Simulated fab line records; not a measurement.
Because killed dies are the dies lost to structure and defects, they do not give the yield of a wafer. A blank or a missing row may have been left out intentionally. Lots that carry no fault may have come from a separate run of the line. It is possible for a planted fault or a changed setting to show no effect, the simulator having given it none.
2 desks, one fault -- flow rit-cmos -- each desk holds nothing but its own numbers, with what lay behind them at the end

## FOR THE TOOL OWNER'S DESK: pvd-sputter-02
The tool's own readings at RIT_M1_SPUTTER_00 (material Al, target thk 400 nm, time 500 s): means of the sampled wafers that have a number, for each lot that ran on this tool. If a lot's mean is further than 4 standard deviations from the usual mean, the lot is out of limits and carries the mark OUT (the distance appears in the brackets).
Columns: A = chamber-pressure-pa at RIT_M1_SPUTTER_00, usual 0.4000 Pa; B = throttle-valve-pct at RIT_M1_SPUTTER_00, usual 30.3 %
lot,first seen here,A,B
L210,day 3 05:22,0.3991,29.9
L215,day 4 06:43,0.4010,31.3
L225,day 6 10:32,0.3670 (-41) OUT,32.3
L227,day 6 22:25,0.3671 (-41) OUT,31.3
L229,day 7 06:31,0.3667 (-42) OUT,31.2
Finding of this desk: L225, L227, L229 out of limits; the first was L225 at day 6 10:32, on chamber-pressure-pa at RIT_M1_SPUTTER_00. Within limits: L210, L215.

## FROM THE METROLOGY DESK
Lot by lot, what the gauges showed, no matter which tool ran the lot: averages of those sampled wafers that carry a number. If a lot's mean is further than 4 standard deviations from the usual mean, the lot is out of limits and carries the mark OUT (the distance appears in the brackets).
Columns: A = cd-nm at RIT_CONTACT_CD_MEAS_08, usual 1000.1 nm; B = CONTACT_OVL at RIT_CONTACT_OVL_MEAS_09, usual 0.7 nm; C = cd-nm at RIT_CONTACT_CD_MEAS_90, usual 1000.3 nm; D = M1_AL_RS at RIT_M1_RS_MEAS_01, usual 0.0735 ohm/sq; E = M1_AL_THK at RIT_M1_THK_MEAS_02, usual 407 nm; F = cd-nm at RIT_M1_CD_MEAS_09, usual 2600.4 nm; G = M1_OVL at RIT_M1_OVL_MEAS_10, usual 1.0 nm
lot,first seen here,A,B,C,D,E,F,G
L210,day 3 04:02,999.6,1.0,1000.5,0.0722,414,2597.7,1.7
L213,day 3 20:17,998.8,0.4,999.6,0.0728,412,2600.0,1.7
L215,day 4 05:23,1000.3,1.4,1000.1,0.0737,403,2599.3,2.3
L225,day 6 09:26,997.8,0.5,997.7,0.0723,409,2601.6,0.4
L227,day 6 21:05,999.6,-0.3,999.8,0.0715,414,2597.4,0.6
L229,day 7 05:24,1001.1,1.2,1001.3,0.0713,414,2598.4,2.8
L232,day 7 18:41,998.0,1.5,998.3,0.0732,411,2603.9,-0.9
This desk's finding: nothing out of limits on any of the 7 lots.

## PUT TOGETHER
The tool owner's desk had the chance to raise an alarm at day 6 10:32 on L225, L227, L229.
Metrology desk: nothing out of limits seen.
The metrology desk holds a record of L225, L227, L229, inside its limits.
On pvd-sputter-02, each named lot ran RIT_M1_SPUTTER_00.

## WHAT THE SIMULATOR HAD PUT IN
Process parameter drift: pvd-sputter-02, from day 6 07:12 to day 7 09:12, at RIT_M1_SPUTTER_00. Setting chamber-pressure-pa, moved by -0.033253, from 0.4.
Lots struck among those shown: L225, L227, L229.
Hours from the fault's start to each desk's first reading out of limits: the tool owner's desk, 3.
